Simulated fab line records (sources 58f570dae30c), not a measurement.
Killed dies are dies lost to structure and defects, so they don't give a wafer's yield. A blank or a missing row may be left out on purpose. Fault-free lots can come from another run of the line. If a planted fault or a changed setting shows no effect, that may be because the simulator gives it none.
Split-lot experiment | flow berkeley_cmos170 | 23 wafers read from 5 lots, route of 331 steps

## THE SPLIT
At UCB170_SILICIDE_SPUTTER_01 (material Ti, target thk 30 nm, time 25 s), the setting time_s was moved away from the recipe's 25 s on 11 of the 23 wafers read, by -12.7% to -4.8%. All remaining wafers had this setting at the recipe value.

## BETWEEN THE SPLIT AND THE READING: the file shows 1 step in between
- UCB170_SILICIDE_RS_MEAS_02: measures by four-point-probe

## THE READING
SILICIDE_TI_THK, in nm, at UCB170_SILICIDE_THK_MEAS_03 (measures by xrf). Fault-free wafers of this fab line usually give 30.7 nm, standard deviation 0.39 nm.

wafer  | tool, chamber at the split | time_s as run, s | against the recipe | SILICIDE_TI_THK, nm | against lot-mates on the recipe
L074.1 | pvd_sputter-01, -          | 23.3             | -6.8%              | 28.9                | -1.9
L074.3 | pvd_sputter-01, -          | 23.3             | -6.8%              | 28.4                | -2.4
L074.4 | pvd_sputter-01, -          | 25               | recipe             | 30.8                | -
L074.5 | pvd_sputter-01, -          | 25               | recipe             | 30.8                | -
L074.6 | pvd_sputter-01, -          | 23.3             | -6.8%              | 28.4                | -2.4
L082.2 | pvd_sputter-03, -          | 25               | recipe             | 31.2                | -
L082.3 | pvd_sputter-03, -          | 23.79            | -4.8%              | 29.4                | -1.6
L082.4 | pvd_sputter-03, -          | 25               | recipe             | 30.8                | -
L082.5 | pvd_sputter-03, -          | 23.79            | -4.8%              | 29.4                | -1.6
L082.6 | pvd_sputter-03, -          | 23.79            | -4.8%              | 29.5                | -1.5
L083.1 | pvd_sputter-01, -          | 25               | recipe             | 30.5                | -
L083.2 | pvd_sputter-01, -          | 23.49            | -6.0%              | 28.4                | -2.1
L083.4 | pvd_sputter-01, -          | 25               | recipe             | 30.5                | -
L083.5 | pvd_sputter-01, -          | 23.49            | -6.0%              | 28.2                | -2.3
L083.6 | pvd_sputter-01, -          | 23.49            | -6.0%              | 28.5                | -2.0
L084.3 | pvd_sputter-04, -          | 25               | recipe             | 31.7                | -
L084.5 | pvd_sputter-04, -          | 25               | recipe             | 31.3                | -
L084.6 | pvd_sputter-04, -          | 25               | recipe             | 31.6                | -
L085.1 | pvd_sputter-01, -          | 25               | recipe             | 30.3                | -
L085.3 | pvd_sputter-01, -          | 25               | recipe             | 30.2                | -
L085.4 | pvd_sputter-01, -          | 25               | recipe             | 30.4                | -
L085.5 | pvd_sputter-01, -          | 21.82            | -12.7%             | 26.4                | -3.9
L085.6 | pvd_sputter-01, -          | 21.82            | -12.7%             | 26.3                | -4.0

FIT RESULTS
A straight line over all 23 wafers: SILICIDE_TI_THK changes by +0.353 nm for each +1% of time_s; r = +0.96; the points scatter about the line by 0.42 nm.
The same after taking each lot's own level away (the mean of its wafers on the recipe; 23 wafers): +0.32 nm for each +1%; r = +0.99; scatter 0.16 nm.
On that fit, the largest move of time_s shifts the reading by 4.1 nm.
The lots' own levels span 30.30 to 31.53 nm, that is 3.2 times the standard deviation above.
Thus the slope moves with the lot-to-lot level: the two fits are different.
Check: for one of the wafers moved furthest among these (-12.7%), held out of the fit, the line's prediction against its lot-mates is -4.17 nm. It came out at -3.9 nm against them.

## THE OTHER SPLITS THESE WAFERS WENT THROUGH
Before the reading, these wafers also passed through other splits. Each is held against what the fit with the lots' levels taken away leaves over:
other split on the same wafers       | wafers away from the commonest value | r with SILICIDE_TI_THK (lot level and that fit taken away)
UCB170_NWELL_OXIDATION_01 temp_c     | 18                                   | -0.10
UCB170_NWELL_PEB_10 peb_temp_c       | 10                                   | +0.07
UCB170_ACTIVE_OXIDATION_02 ox_time_s | 10                                   | -0.14
UCB170_FIELD_OXIDATION_01 ox_time_s  | 15                                   | -0.19
UCB170_PVT_STRIP_08 o2_flow_sccm     | 9                                    | -0.17
UCB170_NLDD_IMPLANT_09 energy_kev    | 11                                   | -0.08
UCB170_NSD_EXPOSE_03 dose_mj         | 11                                   | +0.26
UCB170_NSD_IMPLANT_08 energy_kev     | 9                                    | +0.26

## THE WHOLE CHAIN: every reading that the file lists as answering this split, in the file's order
step                        | what it does                             | reading                                                                           | change (the file's fit)               | r (the file's)
UCB170_SILICIDE_SPUTTER_01  | material Ti, target thk 30 nm, time 25 s | Ti_of_SILICIDE_SPUTTER_01.thk_nm (the simulator's own value, which no gauge read) | +0.312 nm for each +1% of the setting | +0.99
UCB170_SILICIDE_RS_MEAS_02  | measures by four-point-probe             | SILICIDE_TI_RS                                                                    | -0.367 for each +1% of the setting    | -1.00
UCB170_SILICIDE_THK_MEAS_03 | measures by xrf                          | SILICIDE_TI_THK                                                                   | +0.322 for each +1% of the setting    | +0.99

## THE FILE'S OWN FIT
SILICIDE_TI_THK changes by +0.322 nm for each +1% of time_s, r = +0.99.
